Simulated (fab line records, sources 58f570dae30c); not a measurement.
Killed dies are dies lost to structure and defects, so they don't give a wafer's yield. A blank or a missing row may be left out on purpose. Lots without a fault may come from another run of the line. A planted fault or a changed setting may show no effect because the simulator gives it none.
Tool commonality check | flow berkeley_cmos170 | 15 lots, 45 wafers sampled

WHY IT WAS OPENED
At UCB170_SDANNEAL_RS_MEAS_03 the reading NSD_RS is flagged on 3 of 15 lots. Wafers without a fault read 37.24 ohm/sq, standard deviation 0.1.
Rule: a lot is flagged when every wafer of it that has a number lies more than 4 standard deviations from that mean, or none has a number. The other lots count as sound.

lot  | measured     | on            | NSD_RS (ohm/sq), wafer by wafer | flag
L763 | day 8 09:11  | film_metro-03 | 37.25 37.19 37.25               |
L764 | day 8 20:10  | film_metro-04 | 37.14 37.32 37.11               |
L765 | day 8 20:39  | film_metro-03 | 37.05 37.18 37.18               |
L768 | day 9 12:17  | film_metro-02 | 37.21 37.33 37.24               |
L769 | day 9 12:26  | film_metro-03 | 37.15 37.17 37.24               |
L770 | day 9 12:53  | film_metro-04 | 37.31 37.27 37.31               |
L774 | day 10 20:33 | film_metro-04 | 37.16 37.21 37.23               |
L775 | day 11 02:04 | film_metro-04 | 38.19 38.20 38.16               | FLAGGED
L777 | day 11 15:50 | film_metro-03 | 37.98 38.05 38.21               | FLAGGED
L780 | day 11 22:40 | film_metro-02 | 38.30 38.11 38.26               | FLAGGED
L781 | day 11 23:07 | film_metro-03 | 37.10 37.02 37.09               |
L782 | day 12 05:54 | film_metro-02 | 37.19 37.24 37.28               |
L783 | day 12 06:18 | film_metro-04 | 37.35 37.28 37.42               |
L784 | day 13 08:49 | film_metro-04 | 37.22 37.30 37.19               |
L785 | day 13 09:16 | film_metro-04 | 37.37 37.32 37.40               |
The numbers of the flagged lots are 38.16 ohm/sq on average: +0.92 ohm/sq against the usual, or +9 standard deviations.

WHICH TOOL RAN EACH LOT
The record holds 2 process steps before the reading, out of a route of 331 steps. In each cell: the tool, then ch and the chambers that the sampled wafers went through, then the start.
lot  | flag    | UCB170_NSD_IMPLANT_08           | UCB170_NSD_STRIP_09
L763 |         | implanter-04 ch 0, day 8 05:08  | plasma_asher-01 ch 0,1, day 8 05:17
L764 |         | implanter-04 ch 0, day 8 18:13  | plasma_asher-02 ch 0,1, day 8 18:22
L765 |         | implanter-02 ch 0, day 8 18:58  | plasma_asher-01 ch 0,1, day 8 19:07
L768 |         | implanter-02 ch 0, day 9 10:18  | plasma_asher-02 ch 0,1, day 9 10:27
L769 |         | implanter-04 ch 0, day 9 10:31  | plasma_asher-01 ch 0,1, day 9 10:38
L770 |         | implanter-03 ch 0, day 9 10:45  | plasma_asher-02 ch 0,1, day 9 10:54
L774 |         | implanter-02 ch 0, day 10 18:58 | plasma_asher-04 ch 1, day 10 19:07
L775 | FLAGGED | implanter-02 ch 0, day 11 00:02 | plasma_asher-02 ch 0,1, day 11 00:11
L777 | FLAGGED | implanter-02 ch 0, day 11 13:45 | plasma_asher-02 ch 0,1, day 11 13:53
L780 | FLAGGED | implanter-02 ch 0, day 11 20:48 | plasma_asher-02 ch 0,1, day 11 20:57
L781 |         | implanter-04 ch 0, day 11 21:02 | plasma_asher-01 ch 0,1, day 11 21:11
L782 |         | implanter-04 ch 0, day 12 04:25 | plasma_asher-04 ch 0,1, day 12 04:34
L783 |         | implanter-03 ch 0, day 12 04:41 | plasma_asher-01 ch 0, day 12 04:49
L784 |         | implanter-03 ch 0, day 13 07:16 | plasma_asher-02 ch 0,1, day 13 07:24
L785 |         | implanter-03 ch 0, day 13 07:49 | plasma_asher-02 ch 0,1, day 13 07:58
What these steps do:
- UCB170_NSD_IMPLANT_08
- UCB170_NSD_STRIP_09: strips in O2.
- UCB170_SDANNEAL_RS_MEAS_03: measures by four-point-probe.

FLAGGED OVER TOTAL, TOOL BY TOOL (the gauges that took the reading come last)
step                       | tool            | lots run | flagged | share of the flagged lots | sound lots run after its first flagged lot
UCB170_NSD_IMPLANT_08      | implanter-02    | 6        | 3       | all                       | 0
UCB170_NSD_IMPLANT_08      | implanter-03    | 4        | 0       | none                      | -
UCB170_NSD_IMPLANT_08      | implanter-04    | 5        | 0       | none                      | -
UCB170_NSD_STRIP_09        | plasma_asher-01 | 5        | 0       | none                      | -
UCB170_NSD_STRIP_09        | plasma_asher-02 | 8        | 3       | all                       | 2 (L784,L785)
UCB170_NSD_STRIP_09        | plasma_asher-04 | 2        | 0       | none                      | -
UCB170_SDANNEAL_RS_MEAS_03 | film_metro-02   | 3        | 1       | some                      | 1 (L782)
UCB170_SDANNEAL_RS_MEAS_03 | film_metro-03   | 5        | 1       | some                      | 1 (L781)
UCB170_SDANNEAL_RS_MEAS_03 | film_metro-04   | 7        | 1       | some                      | 3 (L783,L784,L785)

WHAT THE TABLE ALLOWS
2 rows of the table ran every flagged lot: implanter-02 at UCB170_NSD_IMPLANT_08, plasma_asher-02 at UCB170_NSD_STRIP_09.
- implanter-02 at UCB170_NSD_IMPLANT_08: 3 of its 6 lots flagged. Its last sound lot is L774 (day 10 18:58), its first flagged lot L775 (day 11 00:02): a fault that began between those two fits. Its own readings lie more than 4 standard deviations out on every wafer of the flagged lots: dose_ions_cm2.
- plasma_asher-02 at UCB170_NSD_STRIP_09: 3 of its 8 lots flagged. Sound lots ran on it after the first flagged one (L784, L785), which a lasting fault on the whole tool wouldn't allow. Its own readings lie more than 4 standard deviations out on every wafer of the flagged lots: strip_time_to_endpoint_s.
One tool is left: implanter-02 at UCB170_NSD_IMPLANT_08.

WHAT THE SIMULATOR HAD PUT IN
Process parameter drift: implanter-02, from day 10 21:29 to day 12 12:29, at UCB170_NSD_IMPLANT_08. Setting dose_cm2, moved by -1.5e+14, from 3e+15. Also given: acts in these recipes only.
Lots struck among those shown: L775, L777, L780. The rule above found the same.
